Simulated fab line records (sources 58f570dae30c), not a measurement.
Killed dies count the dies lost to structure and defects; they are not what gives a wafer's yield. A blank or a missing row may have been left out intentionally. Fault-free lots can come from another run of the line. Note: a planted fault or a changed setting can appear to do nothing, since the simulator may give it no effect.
Which tool was responsible? / flow berkeley cmos170 / 14 lots, 42 wafers sampled, at 5 steps of a route of 331

## WHAT THE GAUGES READ, wafer by wafer
UCB170_START_BOW_MEAS_00. Usual: INCOMING_BOW typically reads -1 um, with standard deviation 6.6.
lot=L416; measured=day 1 10:02; on=film metro-01; INCOMING_BOW (um)=-1 6 -8; flag=
lot=L417; measured=day 1 15:00; on=film metro-01; INCOMING_BOW (um)=0 10 -15; flag=
lot=L418; measured=day 1 20:01; on=film metro-02; INCOMING_BOW (um)=2 -1 -1; flag=
lot=L419; measured=day 2 01:00; on=film metro-01; INCOMING_BOW (um)=1 2 3; flag=
lot=L420; measured=day 2 06:00; on=film metro-02; INCOMING_BOW (um)=-1 -3 2; flag=
lot=L423; measured=day 2 21:01; on=film metro-03; INCOMING_BOW (um)=0 1 3; flag=
lot=L425; measured=day 3 07:00; on=film metro-02; INCOMING_BOW (um)=-9 -5 -10; flag=
lot=L426; measured=day 3 12:38; on=film metro-01; INCOMING_BOW (um)=6 4 1; flag=
lot=L428; measured=day 3 22:01; on=film metro-01; INCOMING_BOW (um)=-2 -3 -8; flag=
lot=L431; measured=day 4 13:00; on=film metro-02; INCOMING_BOW (um)=9 -2 -18; flag=
lot=L432; measured=day 4 18:04; on=film metro-01; INCOMING_BOW (um)=-5 4 4; flag=
lot=L436; measured=day 5 14:00; on=film metro-01; INCOMING_BOW (um)=-2 14 -7; flag=
lot=L437; measured=day 5 19:00; on=film metro-02; INCOMING_BOW (um)=4 -2 6; flag=
lot=L438; measured=day 6 00:01; on=film metro-03; INCOMING_BOW (um)=-1 3 -4; flag=

UCB170_ACTIVE_CD_MEAS_13: the cd target is 1200 nm. Usual: cd nm 1200.2 nm, standard deviation 1.6.
lot=L416; measured=day 4 19:08; on=cd sem-01; cd nm (nm)=1197.4 1197.5 1197.0; flag=
lot=L417; measured=day 5 01:35; on=cd sem-02; cd nm (nm)=1201.8 1201.1 1201.0; flag=
lot=L418; measured=day 4 18:52; on=cd sem-02; cd nm (nm)=1201.3 1201.8 1201.8; flag=
lot=L419; measured=day 5 01:19; on=cd sem-02; cd nm (nm)=1200.9 1200.8 1201.4; flag=
lot=L420; measured=day 5 01:35; on=cd sem-01; cd nm (nm)=1201.3 1201.3 1201.8; flag=
lot=L423; measured=day 5 23:40; on=cd sem-02; cd nm (nm)=1199.3 1198.7 1198.5; flag=
lot=L425; measured=day 6 07:49; on=cd sem-01; cd nm (nm)=1200.6 1200.6 1199.2; flag=
lot=L426; measured=day 7 02:47; on=cd sem-02; cd nm (nm)=1482.3 1483.0 1481.3; flag=OFF
lot=L428; measured=day 7 03:05; on=cd sem-01; cd nm (nm)=1480.0 1480.1 1480.8; flag=OFF
lot=L431; measured=day 7 19:02; on=cd sem-01; cd nm (nm)=1201.7 1202.4 1201.9; flag=
lot=L432; measured=day 7 19:17; on=cd sem-01; cd nm (nm)=1200.5 1199.3 1199.9; flag=
lot=L436; measured=day 8 14:06; on=cd sem-02; cd nm (nm)=1201.1 1202.5 1201.4; flag=
lot=L437; measured=day 9 04:15; on=cd sem-02; cd nm (nm)=1201.9 1200.4 1202.0; flag=
lot=L438; measured=day 9 04:01; on=cd sem-01; cd nm (nm)=1201.4 1200.4 1200.8; flag=

UCB170_GATE_THK_MEAS_05. Usual: GATE_POLY_THK typically reads 213.5 nm, with standard deviation 2.3.
lot=L416; measured=day 6 22:59; on=film metro-03; GATE_POLY_THK (nm)=217.7 216.8 215.2; flag=
lot=L417; measured=day 7 05:20; on=film metro-02; GATE_POLY_THK (nm)=211.5 210.9 212.5; flag=
lot=L418; measured=day 6 22:55; on=film metro-02; GATE_POLY_THK (nm)=215.4 217.3 218.0; flag=
lot=L419; measured=day 7 05:17; on=film metro-02; GATE_POLY_THK (nm)=211.1 212.0 211.8; flag=
lot=L420; measured=day 7 05:19; on=film metro-04; GATE_POLY_THK (nm)=210.9 211.6 212.7; flag=
lot=L423; measured=day 8 03:20; on=film metro-03; GATE_POLY_THK (nm)=216.7 213.7 214.8; flag=
lot=L425; measured=day 8 13:56; on=film metro-02; GATE_POLY_THK (nm)=213.1 213.4 213.5; flag=
lot=L431; measured=day 10 00:29; on=film metro-02; GATE_POLY_THK (nm)=213.6 211.9 212.8; flag=
lot=L432; measured=day 10 00:31; on=film metro-04; GATE_POLY_THK (nm)=212.0 213.1 213.4; flag=
lot=L436; measured=day 10 20:54; on=film metro-04; GATE_POLY_THK (nm)=212.7 213.7 213.4; flag=
lot=L437; measured=day 11 11:02; on=film metro-04; GATE_POLY_THK (nm)=209.7 211.2 212.5; flag=
lot=L438; measured=day 11 11:02; on=film metro-02; GATE_POLY_THK (nm)=208.6 211.3 209.3; flag=

UCB170_PLDD_OVL_MEAS_07. Usual: PLDD_OVL typically reads 2 nm, with standard deviation 5.8.
lot=L416; measured=day 7 02:46; on=overlay-01; PLDD_OVL (nm)=3 4 3; flag=
lot=L417; measured=day 7 08:47; on=overlay-01; PLDD_OVL (nm)=16 14 3; flag=
lot=L418; measured=day 7 02:38; on=overlay-02; PLDD_OVL (nm)=2 -6 -6; flag=
lot=L419; measured=day 7 08:14; on=overlay-01; PLDD_OVL (nm)=-11 -4 -4; flag=
lot=L420; measured=day 7 08:31; on=overlay-02; PLDD_OVL (nm)=1 2 1; flag=
lot=L423; measured=day 8 06:26; on=overlay-01; PLDD_OVL (nm)=-4 -7 -12; flag=
lot=L425; measured=day 8 18:47; on=overlay-02; PLDD_OVL (nm)=9 8 3; flag=
lot=L431; measured=day 10 03:59; on=overlay-01; PLDD_OVL (nm)=2 11 1; flag=
lot=L432; measured=day 10 04:29; on=overlay-01; PLDD_OVL (nm)=3 0 7; flag=
lot=L436; measured=day 10 23:59; on=overlay-01; PLDD_OVL (nm)=4 7 5; flag=
lot=L437; measured=day 11 14:29; on=overlay-02; PLDD_OVL (nm)=-1 -9 3; flag=
lot=L438; measured=day 11 14:59; on=overlay-01; PLDD_OVL (nm)=3 -5 0; flag=

## WHICH TOOL RAN EACH LOT (tool, then ch and the chambers of the sampled wafers, then the start)
lot=L416; UCB170_ACTIVE_PEB_11=litho track-03 ch 0, day 4 18:52
lot=L417; UCB170_ACTIVE_PEB_11=litho track-04 ch 0, day 5 01:19
lot=L418; UCB170_ACTIVE_PEB_11=litho track-02 ch 0, day 4 18:36
lot=L419; UCB170_ACTIVE_PEB_11=litho track-02 ch 0, day 5 01:02
lot=L420; UCB170_ACTIVE_PEB_11=litho track-02 ch 0, day 5 01:19
lot=L423; UCB170_ACTIVE_PEB_11=litho track-03 ch 0, day 5 23:23
lot=L425; UCB170_ACTIVE_PEB_11=litho track-04 ch 0, day 6 07:32
lot=L426; UCB170_ACTIVE_PEB_11=litho track-03 ch 0, day 7 02:31
lot=L428; UCB170_ACTIVE_PEB_11=litho track-03 ch 0, day 7 02:49
lot=L431; UCB170_ACTIVE_PEB_11=litho track-04 ch 0, day 7 18:41
lot=L432; UCB170_ACTIVE_PEB_11=litho track-04 ch 0, day 7 19:02
lot=L436; UCB170_ACTIVE_PEB_11=litho track-02 ch 0, day 8 13:50
lot=L437; UCB170_ACTIVE_PEB_11=litho track-04 ch 0, day 9 03:58
lot=L438; UCB170_ACTIVE_PEB_11=litho track-02 ch 0, day 9 03:45
- UCB170_ACTIVE_PEB_11

## AS READ BY THE TOOLS THEMSELVES (means over the sampled wafers that have a number; for cases with no such wafer, the mark the record gives instead)
UCB170_ACTIVE_PEB_11. Usual: chill plate temp C 23.00 C, standard deviation 0.1; plate temp C 129.98 C, standard deviation 0.13.
lot=L416; tool=litho track-03; chill plate temp C (C)=23.04; plate temp C (C)=129.84; flag=
lot=L417; tool=litho track-04; chill plate temp C (C)=22.99; plate temp C (C)=130.06; flag=
lot=L418; tool=litho track-02; chill plate temp C (C)=23.17; plate temp C (C)=130.01; flag=
lot=L419; tool=litho track-02; chill plate temp C (C)=22.96; plate temp C (C)=130.13; flag=
lot=L420; tool=litho track-02; chill plate temp C (C)=23.05; plate temp C (C)=130.09; flag=
lot=L423; tool=litho track-03; chill plate temp C (C)=23.00; plate temp C (C)=129.91; flag=
lot=L425; tool=litho track-04; chill plate temp C (C)=22.90; plate temp C (C)=129.98; flag=
lot=L426; tool=litho track-03; chill plate temp C (C)=23.10; plate temp C (C)=111.10; flag=OFF
lot=L428; tool=litho track-03; chill plate temp C (C)=23.04; plate temp C (C)=111.16; flag=OFF
lot=L431; tool=litho track-04; chill plate temp C (C)=22.94; plate temp C (C)=129.96; flag=
lot=L432; tool=litho track-04; chill plate temp C (C)=23.03; plate temp C (C)=129.87; flag=
lot=L436; tool=litho track-02; chill plate temp C (C)=22.89; plate temp C (C)=130.08; flag=
lot=L437; tool=litho track-04; chill plate temp C (C)=22.98; plate temp C (C)=129.96; flag=
lot=L438; tool=litho track-02; chill plate temp C (C)=23.15; plate temp C (C)=130.04; flag=

## THE ANSWER, worked out from the rows above alone
Rule: a lot counts as off when the mean over its wafers that have a number is more than 3 standard deviations away from the usual mean. Also off: a lot with no number at a reading for which 4 or more lots have one. All remaining lots with rows at the step are treated as sound. After the gauges, taken in route order, come the tools' own readings; for these a lot's mean is taken, as printed above. The first step at which some lot is off is used, and at that step the reading that is off furthest; a lot without a number counts as furthest.
Off: L426, L428 (UCB170_ACTIVE_CD_MEAS_13, cd nm).
If a tool, at a process step before that reading, ran all the lots that are off and no sound lot after the first of them, it fits. Not tried: the gauges at UCB170_ACTIVE_CD_MEAS_13; whatever is off there is also off at UCB170_ACTIVE_PEB_11, on other tools, and gauge error can't account for it. One fits: litho track-03 at UCB170_ACTIVE_PEB_11. A fault onset in the window from L423 (day 5 23:23, its last sound lot) to L426 (day 7 02:31, its first lot off) fits.
The tool's own readings at UCB170_ACTIVE_PEB_11 bear it out: on the lots that are off they differ by more than 5 times the standard deviation of the sound lots' means. plate temp C reads 111.13 C there against 129.99 C on the sound lots.

## WHAT THE SIMULATOR PUT IN
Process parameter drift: litho track-03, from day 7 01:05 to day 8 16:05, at UCB170_ACTIVE_PEB_11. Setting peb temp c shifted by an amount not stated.
Shown lots that were struck: L426, L428. The rule above found the same.
